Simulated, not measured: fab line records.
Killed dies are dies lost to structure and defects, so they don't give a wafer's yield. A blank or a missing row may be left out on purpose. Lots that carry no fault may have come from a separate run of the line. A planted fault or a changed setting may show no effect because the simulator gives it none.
The tool behind it: which one?    flow rit_cmos    14 lots with 42 wafers sampled at 6 steps, on a route of 202 steps

## WHAT EACH GAUGE READ, for each wafer
RIT_NWELL_TW_MEAS_10. Usual: NWELL_TW 2132, standard deviation 17.
lot   measured     on             NWELL_TW        flag
L102  day 1 22:31  film_metro-04  2132 2149 2134  
L103  day 2 02:52  film_metro-02  2101 2103 2099  
L104  day 2 07:55  film_metro-01  2137 2130 2127  
L105  day 2 14:29  film_metro-01  2136 2142 2130  
L106  day 2 17:43  film_metro-01  2127 2138 2119  
L108  day 3 10:33  film_metro-01  2143 2146 2135  
L109  day 3 11:37  film_metro-02  2096 2099 2110  
L112  day 3 23:26  film_metro-04  2147 2143 2142  
L115  day 4 16:31  film_metro-04  2147 2144 2140  
L116  day 4 20:00  film_metro-04  2153 2145 2149  
L117  day 5 00:08  film_metro-04  2146 2132 2156  
L119  day 5 10:58  film_metro-01  2135 2148 2129  
L121  day 5 20:10  film_metro-01  2131 2125 2139  
L122  day 6 00:54  film_metro-04  2137 2132 2143  

RIT_GATE_CD_MEAS_90: the cd target is 150 nm. Usual: cd_nm 148.6 nm, standard deviation 2.7.
lot   measured     on         cd_nm (nm)         flag
L102  day 2 15:22  cd_sem-01  146.3 146.5 148.0  
L103  day 2 23:40  cd_sem-02  151.6 148.5 150.1  
L104  day 3 06:57  cd_sem-01  142.0 144.2 143.3  
L105  day 3 07:16  cd_sem-01  148.4 149.5 147.0  
L106  day 3 11:20  cd_sem-01  151.3 151.4 152.6  
L108  day 4 03:08  cd_sem-01  153.6 152.1 152.7  
L109  day 4 04:47  cd_sem-02  149.3 147.7 148.5  
L112  day 4 16:02  cd_sem-01  147.3 148.4 149.1  
L115  day 5 09:25  cd_sem-01  148.2 150.9 148.1  
L116  day 5 11:52  cd_sem-01  144.3 143.7 143.4  
L117  day 5 15:40  cd_sem-01  145.7 144.4 147.4  
L119  day 6 04:09  cd_sem-01  146.2 146.1 147.9  
L121  day 6 12:38  cd_sem-01  148.8 150.7 146.5  
L122  day 6 16:54  cd_sem-01  151.0 147.0 151.5  

RIT_PSD_TW_MEAS_10. Usual: PSD_TW 3403, standard deviation 28.
lot   measured     on             PSD_TW          flag
L102  day 3 04:28  film_metro-02  3350 3350 3361  
L103  day 3 12:22  film_metro-02  3373 3370 3375  
L104  day 3 21:33  film_metro-03  3423 3430 3431  
L105  day 3 21:16  film_metro-04  3417 3402 3418  
L106  day 3 22:58  film_metro-04  3436 3438 3443  
L108  day 4 15:29  film_metro-04  3416 3439 3442  
L109  day 4 19:10  film_metro-03  3414 3415 3408  
L112  day 5 05:01  film_metro-02  3334 3346 3350  
L115  day 5 20:55  film_metro-03  3422 3409 3396  
L116  day 5 23:31  film_metro-03  3423 3413 3405  
L117  day 6 04:19  film_metro-02  3380 3386 3363  
L119  day 6 16:59  film_metro-02  3367 3360 3373  
L121  day 7 00:47  film_metro-03  2961 2951 2964  OFF
L122  day 7 05:50  film_metro-04  2930 2943 2921  OFF

RIT_SDANNEAL_RS_MEAS_04: the measuring method here is four-point-probe. Usual: PSD_RS 116.4 ohm/sq, standard deviation 0.33.
lot   measured     on             PSD_RS (ohm/sq)    flag
L102  day 3 04:58  film_metro-04  116.0 115.8 116.2  
L103  day 3 12:53  film_metro-02  117.0 116.8 116.7  
L104  day 3 22:06  film_metro-04  116.4 116.0 116.3  
L105  day 3 21:45  film_metro-03  117.0 116.8 117.0  
L106  day 3 23:28  film_metro-03  116.5 116.2 116.7  
L108  day 4 15:59  film_metro-02  116.9 116.7 116.9  
L109  day 4 19:40  film_metro-02  116.1 116.1 116.7  
L112  day 5 05:31  film_metro-03  115.9 116.2 116.2  
L115  day 5 21:29  film_metro-03  116.6 116.4 116.3  
L116  day 6 00:06  film_metro-02  116.6 116.8 116.8  
L117  day 6 04:48  film_metro-04  115.7 116.1 115.8  
L119  day 6 17:28  film_metro-02  116.4 116.3 116.1  
L121  day 7 01:17  film_metro-02  131.9 131.9 131.4  OFF
L122  day 7 06:20  film_metro-04  131.6 131.7 132.1  OFF

RIT_CONTACT_CD_MEAS_08: the cd target is 1000 nm. Usual: cd_nm 1000.1 nm, standard deviation 2.3.
lot   measured     on         cd_nm (nm)            flag
L102  day 3 07:03  cd_sem-02  1001.1 1000.5 1001.1  
L103  day 3 14:58  cd_sem-01  1002.2 1003.7 1000.7  
L104  day 4 00:18  cd_sem-01  997.8 995.7 999.8     
L105  day 3 23:57  cd_sem-02  1000.4 1001.3 1000.5  
L106  day 4 01:36  cd_sem-02  1001.8 1000.1 1001.0  
L108  day 4 18:04  cd_sem-01  1001.1 1000.8 1001.0  
L109  day 4 21:46  cd_sem-01  1000.4 998.9 998.1    
L112  day 5 07:38  cd_sem-02  999.9 1000.0 1002.0   
L115  day 5 23:49  cd_sem-02  998.9 1001.1 1000.2   
L116  day 6 02:18  cd_sem-02  1001.1 1000.8 999.6   
L117  day 6 07:00  cd_sem-02  1002.7 1001.5 1002.4  
L119  day 6 19:46  cd_sem-01  1004.3 1004.5 1004.4  
L121  day 7 03:21  cd_sem-02  996.7 996.5 994.0     
L122  day 7 08:34  cd_sem-01  999.4 999.4 998.6     

## WHAT TOOL EACH LOT RAN ON (gives the tool, then ch and the chambers of the sampled wafers, and finally the start)
lot   RIT_PSD_IMPLANT_08
L102  implanter-04 ch 0, day 3 04:09
L103  implanter-01 ch 0, day 3 12:04
L104  implanter-04 ch 0, day 3 21:14
L105  implanter-01 ch 0, day 3 20:57
L106  implanter-01 ch 0, day 3 22:39
L108  implanter-01 ch 0, day 4 15:11
L109  implanter-04 ch 0, day 4 18:51
L112  implanter-02 ch 0, day 5 04:43
L115  implanter-04 ch 0, day 5 20:37
L116  implanter-02 ch 0, day 5 23:14
L117  implanter-02 ch 0, day 6 03:56
L119  implanter-02 ch 0, day 6 16:40
L121  implanter-04 ch 0, day 7 00:28
L122  implanter-04 ch 0, day 7 05:32
- RIT_PSD_IMPLANT_08

## WHAT THE TOOLS THEMSELVES READ (means of the sampled wafers that have a number; where no wafer has one, the mark that the record gives instead)
RIT_PSD_IMPLANT_08. Usual: beam_on_s 13.8 s, standard deviation 1; dose_ions_cm2 5e+15, standard deviation 5.4e+12; end_station_pressure_torr 1.35e-05 Torr, standard deviation 1e-06; faraday_current_uA 11232, standard deviation 860.
lot   tool          beam_on_s (s)  dose_ions_cm2  end_station_pressure_torr (Torr)  faraday_current_uA  flag
L102  implanter-04  14.6           5e+15          1.31e-05                          10605               
L103  implanter-01  12.6           5e+15          1.42e-05                          12232               
L104  implanter-04  14.1           5e+15          1.30e-05                          10933               
L105  implanter-01  12.5           5e+15          1.43e-05                          12318               
L106  implanter-01  12.3           5e+15          1.44e-05                          12445               
L108  implanter-01  12.4           5e+15          1.45e-05                          12341               
L109  implanter-04  14.4           5e+15          1.28e-05                          10703               
L112  implanter-02  14.8           5e+15          1.26e-05                          10367               
L115  implanter-04  14.4           5e+15          1.29e-05                          10710               
L116  implanter-02  14.6           5e+15          1.33e-05                          10547               
L117  implanter-02  14.8           5e+15          1.21e-05                          10360               
L119  implanter-02  14.6           5e+15          1.22e-05                          10570               
L121  implanter-04  10.1           2e+15          1.01e-05                          5563                OFF
L122  implanter-04  10.0           2e+15          9.30e-06                          5622                OFF

## THE ANSWER, worked out from the rows above alone
Rule: lot off if the mean of its wafers having a number is beyond 3 standard deviations from the usual mean. A lot without any number at a reading at which 4 lots or more have one is off too. Any other lot the step has rows for is counted as sound. Order of review: gauges by route order, followed by the tools' own readings, for which a lot's mean as printed above is used. The first step at which some lot is off is used, and at that step the reading that is off furthest; a lot without a number counts as furthest.
Off: L121, L122, at RIT_PSD_TW_MEAS_10 (PSD_TW).
If a tool, at a process step before that reading, ran all the lots that are off and no sound lot after the first of them, it fits. Not tried: the gauges at RIT_PSD_TW_MEAS_10; whatever is off there is also off at RIT_PSD_IMPLANT_08, on other tools, and gauge error can't account for it. One fits: implanter-04 at RIT_PSD_IMPLANT_08. Its last sound lot is L115 (day 5 20:37), its first lot that is off L121 (day 7 00:28): a fault that began between those two fits.
The tool's own readings at RIT_PSD_IMPLANT_08 bear it out: on the lots that are off they differ by more than 5 times the standard deviation of the sound lots' means. dose_ions_cm2 reads 2e+15 there against 5e+15 on the sound lots; faraday_current_uA reads 5592 there against 11178 on the sound lots.

## WHAT THE SIMULATOR HAD INSERTED
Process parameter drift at RIT_PSD_IMPLANT_08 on implanter-04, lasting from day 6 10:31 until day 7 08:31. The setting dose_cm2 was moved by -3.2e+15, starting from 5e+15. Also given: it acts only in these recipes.
Shown lots that were struck: L121, L122. The rule above reached the same finding.
